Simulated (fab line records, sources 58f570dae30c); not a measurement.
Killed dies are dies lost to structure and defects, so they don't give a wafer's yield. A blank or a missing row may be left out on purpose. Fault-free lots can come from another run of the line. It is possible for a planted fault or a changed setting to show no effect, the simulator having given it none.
2 desks, one fault || flow berkeleyCmos170 || only its own numbers are on each desk; what lay behind them is given at the end

THE METROLOGY DESK
Means of the sampled wafers that have a number, per lot and without regard to the tool the lot ran on: this is what the gauges read. A lot is out of limits, marked OUT, if its mean lies more than 4 standard deviations from the usual mean; the brackets give that distance.
Columns: A = SILICIDE_TI_RS at UCB170_SILICIDE_RS_MEAS_02, usual 26.04 ohm/sq; B = SILICIDE_TI_THK at UCB170_SILICIDE_THK_MEAS_03, usual 30.93 nm
{"lot": "L873", "first seen here": "day 6 18:14", "A": 25.89, "B": 30.81}
{"lot": "L872", "first seen here": "day 6 18:37", "A": 26.12, "B": 30.68}
{"lot": "L875", "first seen here": "day 6 21:33", "A": 25.81, "B": 31.09}
{"lot": "L876", "first seen here": "day 7 08:32", "A": 26.58, "B": 30.55}
{"lot": "L880", "first seen here": "day 7 21:37", "A": 26.02, "B": 30.82}
{"lot": "L881", "first seen here": "day 8 05:56", "A": 26.73, "B": 30.39}
{"lot": "L883", "first seen here": "day 8 15:47", "A": 26.40, "B": 30.79}
{"lot": "L882", "first seen here": "day 8 15:58", "A": 26.45, "B": 30.49}
{"lot": "L886", "first seen here": "day 9 19:29", "A": 25.85, "B": 31.25}
{"lot": "L887", "first seen here": "day 9 20:32", "A": 25.92, "B": 31.10}
{"lot": "L891", "first seen here": "day 10 19:19", "A": 26.06, "B": 30.88}
{"lot": "L892", "first seen here": "day 10 19:49", "A": 25.71, "B": 31.10}
{"lot": "L894", "first seen here": "day 10 23:44", "A": 26.12, "B": 30.98}
{"lot": "L895", "first seen here": "day 11 16:07", "A": 25.83, "B": 31.19}
This desk's verdict: no lot among the 14 shows anything out of limits.

DESK OF THE TOOL OWNER: pvdSputter-02
The tool's own readings at UCB170_SILICIDE_SPUTTER_01 (material Ti, target thk 30 nm, time 25 s): means of the sampled wafers that have a number, for each lot that ran on this tool. A lot is out of limits, marked OUT, if its mean lies more than 4 standard deviations from the usual mean; the brackets give that distance.
Columns: A = chamberPressurePa at UCB170_SILICIDE_SPUTTER_01, usual 0.5001 Pa; B = throttleValvePct at UCB170_SILICIDE_SPUTTER_01, usual 29.7 %
{"lot": "L873", "first seen here": "day 6 18:10", "A": 0.5003, "B": 30.5}
{"lot": "L875", "first seen here": "day 6 21:31", "A": 0.4995, "B": 30.8}
{"lot": "L881", "first seen here": "day 8 05:53", "A": "0.5380 (+40) OUT", "B": 28.1}
{"lot": "L883", "first seen here": "day 8 15:46", "A": "0.5376 (+39) OUT", "B": 28.8}
This desk finds L881, L883 out of limits, L881 being first, at day 8 05:53 (chamberPressurePa at UCB170_SILICIDE_SPUTTER_01). Within limits: L873, L875.

TAKEN TOGETHER
On L881, L883, at day 8 05:53, an alarm was possible from the tool owner's desk.
At the metrology desk, nothing out of limits was observed.
The metrology desk has L881, L883 on record, within its limits.
UCB170_SILICIDE_SPUTTER_01 was run on pvdSputter-02 by each of the lots named.

WHAT HAD BEEN PUT IN BY THE SIMULATOR
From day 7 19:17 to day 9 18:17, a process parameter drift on pvdSputter-02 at UCB170_SILICIDE_SPUTTER_01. From 0.5, the setting chamberPressurePa moved by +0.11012. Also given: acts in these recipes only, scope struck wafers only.
Struck lots among those shown: L881, L883.
How many hours passed from the start of the fault until each desk's first out-of-limits reading: the tool owner's desk, 11.
